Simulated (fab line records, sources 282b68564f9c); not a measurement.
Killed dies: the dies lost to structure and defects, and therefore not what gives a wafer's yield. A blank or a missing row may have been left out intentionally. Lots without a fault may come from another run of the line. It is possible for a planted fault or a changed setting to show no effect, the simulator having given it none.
fab line records -- flow ritCmos
[record] lots = 15, wafers = 45, lastDay = 7
route steps=202 shown FOX2@23
lots with no fault: from the same line, run without faults
startH: the number of hours between the record's first day and the start of the first shown wafer of the lot -- waitH: how many hours have passed since the lot's step before this one -- " identical to the entry in the row above -- L1.1+2: a single row standing in for several wafers -- - no value, or no start given -- * or withheld: withheld -- < > ~ a bound
route shown NAME@n: NAME is a module with steps in the file, n the number in the route of the first one -- usual: average and standard deviation across the fault-free wafers -- same: alike in all rows -- chamber/n: place in a boat -- sites: readings site by site -- _std_site: how widely they spread, as a standard deviation -- _edge_site: the outer-site mean with the inner-site mean subtracted -- radiusMm: for every site, how far away it sits from the centre of the wafer -- mask NAME#n: copy n -- behind: tool/chamber where the wafer was last shaped -- hold: cause of the lot's hold/its duration in hours/its outcome -- device: names the non-switching transistor (n, p or np) -- end of line: the route-end tests of the same wafers -- a step given without rows: its recipe and nothing more -- killed: the dies lost at the first sort to structure and to defects; this is not the yield of the wafer -- map: shows each die of a wafer: x if killed, . if not, _ if none is there
set.NAME: setting as actually run; set.NAME@STEP: the setting as run at that earlier step -- model.NAME: the simulator's own value behind a step, which no gauge read
one table for each step of the route and one row for each wafer, over a sample of lots
services: the hour from which a tool's chamber was out of use, counted from the record's first day as startH (under 0 if before that day), plus the number of hours and why
[[steps]]
[step RIT_FOX2_OXIDATION_00]
[recipe] tempC = 1100, ambient = H2O, targetThkA = 3507, pH2oTorr = 720, oxTimeS = 1130
[usual] oxTimeS = 1130/0
lot.wafer,tool,chamber,startH,waitH,oxTimeS
L937.1,furnace-01,0,17.50,0.0,1130
L937.3,furnace-01,0,17.50,0.0,1130
L937.5,furnace-01,0,17.50,0.0,1130
L939.2,furnace-04,0,27.25,0.0,1130
L939.3,furnace-04,0,27.25,0.0,1130
L939.4,furnace-04,0,27.25,0.0,1130
L943.2,furnace-02,0,48.32,0.0,1130
L943.3,furnace-02,0,48.32,0.0,1130
L943.4,furnace-02,0,48.32,0.0,1130
L944.3,furnace-04,0,52.41,0.3,1130
L944.4,furnace-04,0,52.41,0.3,1130
L944.5,furnace-04,0,52.41,0.3,1130
L946.1,furnace-04,0,62.97,0.0,1130
L946.2,furnace-04,0,62.97,0.0,1130
L946.4,furnace-04,0,62.97,0.0,1130
L947.2,furnace-04,0,67.15,0.0,508.5
L947.3,furnace-04,0,67.15,0.0,508.5
L947.4,furnace-04,0,67.15,0.0,508.5
L948.1,furnace-02,0,72.88,0.2,1130
L948.5,furnace-02,0,72.88,0.2,1130
L948.6,furnace-02,0,72.88,0.2,1130
L949.2,furnace-04,0,77.00,0.0,508.5
L949.4,furnace-04,0,77.00,0.0,508.5
L949.5,furnace-04,0,77.00,0.0,508.5
L950.2,furnace-04,0,82.91,0.9,508.5
L950.3,furnace-04,0,82.91,0.9,508.5
L950.4,furnace-04,0,82.91,0.9,508.5
L954.1,furnace-01,0,102.06,0.1,1130
L954.3,furnace-01,0,102.06,0.1,1130
L954.5,furnace-01,0,102.06,0.1,1130
L956.1,furnace-02,0,112.91,0.1,1130
L956.5,furnace-02,0,112.91,0.1,1130
L956.6,furnace-02,0,112.91,0.1,1130
L957.2,furnace-02,0,117.85,0.8,1130
L957.3,furnace-02,0,117.85,0.8,1130
L957.6,furnace-02,0,117.85,0.8,1130
L958.1,furnace-01,0,122.03,0.0,1130
L958.2,furnace-01,0,122.03,0.0,1130
L958.5,furnace-01,0,122.03,0.0,1130
L959.1,furnace-02,0,127.05,0.0,1130
L959.2,furnace-02,0,127.05,0.0,1130
L959.6,furnace-02,0,127.05,0.0,1130
L960.2,furnace-02,0,133.45,0.7,1130
L960.4,furnace-02,0,133.45,0.7,1130
L960.5,furnace-02,0,133.45,0.7,1130
[step RIT_FOX2_THK_MEAS_01]
[recipe] reads = SiO2_of_FOX2_OXIDATION_00
[usual] FOX2_OXIDE_THK = 352/5.9
lot.wafer,tool,chamber,startH,waitH,FOX2_OXIDE_THK[nm]
L937.1,filmMetro-01,-,18.81,0.0,354
L937.3,filmMetro-01,-,18.81,0.0,352
L937.5,filmMetro-01,-,18.81,0.0,358
L939.2,filmMetro-03,-,28.58,0.0,352
L939.3,filmMetro-03,-,28.58,0.0,355
L939.4,filmMetro-03,-,28.58,0.0,354
L943.2,filmMetro-03,-,49.64,0.0,351
L943.3,filmMetro-03,-,49.64,0.0,347
L943.4,filmMetro-03,-,49.64,0.0,347
L944.3,filmMetro-03,-,53.74,0.0,346
L944.4,filmMetro-03,-,53.74,0.0,347
L944.5,filmMetro-03,-,53.74,0.0,349
L946.1,filmMetro-01,-,64.29,0.0,361
L946.2,filmMetro-01,-,64.29,0.0,355
L946.4,filmMetro-01,-,64.29,0.0,359
L947.2,filmMetro-03,-,68.47,0.0,228
L947.3,filmMetro-03,-,68.47,0.0,218
L947.4,filmMetro-03,-,68.47,0.0,224
L948.1,filmMetro-03,-,74.19,0.0,352
L948.5,filmMetro-03,-,74.19,0.0,345
L948.6,filmMetro-03,-,74.19,0.0,347
L949.2,filmMetro-03,-,78.32,0.0,212
L949.4,filmMetro-03,-,78.32,0.0,210
L949.5,filmMetro-03,-,78.32,0.0,218
L950.2,filmMetro-03,-,84.23,0.0,209
L950.3,filmMetro-03,-,84.23,0.0,211
L950.4,filmMetro-03,-,84.23,0.0,215
L954.1,filmMetro-01,-,103.37,0.0,338
L954.3,filmMetro-01,-,103.37,0.0,343
L954.5,filmMetro-01,-,103.37,0.0,343
L956.1,filmMetro-03,-,114.22,0.0,351
L956.5,filmMetro-03,-,114.22,0.0,350
L956.6,filmMetro-03,-,114.22,0.0,350
L957.2,filmMetro-03,-,119.17,0.0,352
L957.3,filmMetro-03,-,119.17,0.0,343
L957.6,filmMetro-03,-,119.17,0.0,354
L958.1,filmMetro-03,-,123.34,0.0,364
L958.2,filmMetro-03,-,123.34,0.0,365
L958.5,filmMetro-03,-,123.34,0.0,364
L959.1,filmMetro-04,-,128.37,0.0,345
L959.2,filmMetro-04,-,128.37,0.0,344
L959.6,filmMetro-04,-,128.37,0.0,345
L960.2,filmMetro-03,-,134.77,0.0,353
L960.4,filmMetro-03,-,134.77,0.0,348
L960.5,filmMetro-03,-,134.77,0.0,347
[step RIT_FOX2_THK_MEAS_90]
[recipe] reads = SiO2_of_FOX2_OXIDATION_00
[usual] FIELD_OXIDE_LEFT_1_THK = 324/5.8
lot.wafer,tool,chamber,startH,waitH,FIELD_OXIDE_LEFT_1_THK[nm]
L937.1,filmMetro-03,-,19.69,0.0,326
L937.3,filmMetro-03,-,19.69,0.0,325
L937.5,filmMetro-03,-,19.69,0.0,330
L939.2,filmMetro-03,-,30.22,0.0,325
L939.3,filmMetro-03,-,30.22,0.0,328
L939.4,filmMetro-03,-,30.22,0.0,327
L943.2,filmMetro-04,-,50.52,0.0,324
L943.3,filmMetro-04,-,50.52,0.0,319
L943.4,filmMetro-04,-,50.52,0.0,319
L944.3,filmMetro-03,-,54.62,0.0,319
L944.4,filmMetro-03,-,54.62,0.0,320
L944.5,filmMetro-03,-,54.62,0.0,322
L946.1,filmMetro-03,-,65.16,0.0,333
L946.2,filmMetro-03,-,65.16,0.0,328
L946.4,filmMetro-03,-,65.16,0.0,332
L947.2,filmMetro-03,-,69.42,0.0,200
L947.3,filmMetro-03,-,69.42,0.0,191
L947.4,filmMetro-03,-,69.42,0.0,197
L948.1,filmMetro-03,-,75.07,0.0,325
L948.5,filmMetro-03,-,75.07,0.0,318
L948.6,filmMetro-03,-,75.07,0.0,321
L949.2,filmMetro-04,-,79.27,0.0,185
L949.4,filmMetro-04,-,79.27,0.0,183
L949.5,filmMetro-04,-,79.27,0.0,191
L950.2,filmMetro-03,-,85.26,0.0,182
L950.3,filmMetro-03,-,85.26,0.0,184
L950.4,filmMetro-03,-,85.26,0.0,188
L954.1,filmMetro-03,-,104.25,0.0,311
L954.3,filmMetro-03,-,104.25,0.0,316
L954.5,filmMetro-03,-,104.25,0.0,316
L956.1,filmMetro-03,-,115.10,0.0,323
L956.5,filmMetro-03,-,115.10,0.0,322
L956.6,filmMetro-03,-,115.10,0.0,323
L957.2,filmMetro-03,-,120.11,0.0,324
L957.3,filmMetro-03,-,120.11,0.0,316
L957.6,filmMetro-03,-,120.11,0.0,327
L958.1,filmMetro-04,-,124.98,0.0,336
L958.2,filmMetro-04,-,124.98,0.0,338
L958.5,filmMetro-04,-,124.98,0.0,336
L959.1,filmMetro-03,-,129.30,0.0,317
L959.2,filmMetro-03,-,129.30,0.0,316
L959.6,filmMetro-03,-,129.30,0.0,318
L960.2,filmMetro-01,-,135.65,0.0,326
L960.4,filmMetro-01,-,135.65,0.0,320
L960.5,filmMetro-01,-,135.65,0.0,320
[step RIT_FOX2_THK_MEAS_91]
[recipe] reads = SiO2_of_FOX2_OXIDATION_00
[usual] FIELD_OXIDE_LEFT_2_THK = 256/5.9
lot.wafer,tool,chamber,startH,waitH,FIELD_OXIDE_LEFT_2_THK[nm]
L937.1,filmMetro-03,-,32.88,0.0,258
L937.3,filmMetro-03,-,32.88,0.0,256
L937.5,filmMetro-03,-,32.88,0.0,261
L939.2,filmMetro-04,-,43.15,0.0,256
L939.3,filmMetro-04,-,43.15,0.0,259
L939.4,filmMetro-04,-,43.15,0.0,258
L943.2,filmMetro-04,-,62.82,0.0,255
L943.3,filmMetro-04,-,62.82,0.0,251
L943.4,filmMetro-04,-,62.82,0.0,251
L944.3,filmMetro-04,-,67.23,0.0,250
L944.4,filmMetro-04,-,67.23,0.0,251
L944.5,filmMetro-04,-,67.23,0.0,253
L946.1,filmMetro-03,-,77.45,0.0,265
L946.2,filmMetro-03,-,77.45,0.0,259
L946.4,filmMetro-03,-,77.45,0.0,263
L947.2,filmMetro-04,-,81.71,0.0,133
L947.3,filmMetro-04,-,81.71,0.0,123
L947.4,filmMetro-04,-,81.71,0.0,130
L948.1,filmMetro-03,-,87.58,0.0,256
L948.5,filmMetro-03,-,87.58,0.0,250
L948.6,filmMetro-03,-,87.58,0.0,252
L949.2,filmMetro-04,-,91.82,0.0,118
L949.4,filmMetro-04,-,91.82,0.0,116
L949.5,filmMetro-04,-,91.82,0.0,124
L950.2,filmMetro-03,-,97.41,0.0,114
L950.3,filmMetro-03,-,97.41,0.0,116
L950.4,filmMetro-03,-,97.41,0.0,120
L954.1,filmMetro-03,-,116.71,0.0,243
L954.3,filmMetro-03,-,116.71,0.0,248
L954.5,filmMetro-03,-,116.71,0.0,248
L956.1,filmMetro-04,-,127.67,0.0,256
L956.5,filmMetro-04,-,127.67,0.0,255
L956.6,filmMetro-04,-,127.67,0.0,255
L957.2,filmMetro-04,-,132.64,0.0,257
L957.3,filmMetro-04,-,132.64,0.0,248
L957.6,filmMetro-04,-,132.64,0.0,259
L958.1,filmMetro-01,-,137.21,0.0,269
L958.2,filmMetro-01,-,137.21,0.0,270
L958.5,filmMetro-01,-,137.21,0.0,268
L959.1,filmMetro-03,-,141.86,0.0,249
L959.2,filmMetro-03,-,141.86,0.0,249
L959.6,filmMetro-03,-,141.86,0.0,250
L960.2,filmMetro-04,-,148.42,0.0,258
L960.4,filmMetro-04,-,148.42,0.0,252
L960.5,filmMetro-04,-,148.42,0.0,252
[[services]]
tool,chamber,startH,hours,kind
furnace-01,-,13.27,2.9,pm
furnace-04,-,59.94,3.0,pm
furnace-02,-,114.22,2.1,pm
[[key]]
[firstSign] step = RIT_FOX2_OXIDATION_00, reading = oxTimeS, direction = down, sigmas = 99+, usual = *, struck = *
[effect] step = RIT_FOX2_THK_MEAS_01, reading = FOX2_OXIDE_THK, direction = down, sigmas = 23, usual = 352, struck = 216
[effect] step = RIT_FOX2_THK_MEAS_90, reading = FIELD_OXIDE_LEFT_1_THK, direction = down, sigmas = 23, usual = 324, struck = 189
[effect] step = RIT_FOX2_THK_MEAS_91, reading = FIELD_OXIDE_LEFT_2_THK, direction = down, sigmas = 23, usual = 256, struck = 121
metAt RIT_FOX2_OXIDATION_00
struckLots L947,L949,L950
testerLeftOut L947,L949,L950
onsetBetween 62.97 67.15
[fault] kind = processParameterDrift, tool = furnace-04, chamber = -, onsetH = 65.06, steps = RIT_FOX2_OXIDATION_00, channel = oxTimeS, offset = *, shape = step, endH = 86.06, actsIn = *, stated = *
// testerLeftOut: of these lots the tester's yield and bins aren't shown, on N5 and GAA mostly nor the transistor test; their killed dies are dies lost to structure and defects alone, not to doping, threshold or leakage, so they don't give the yield
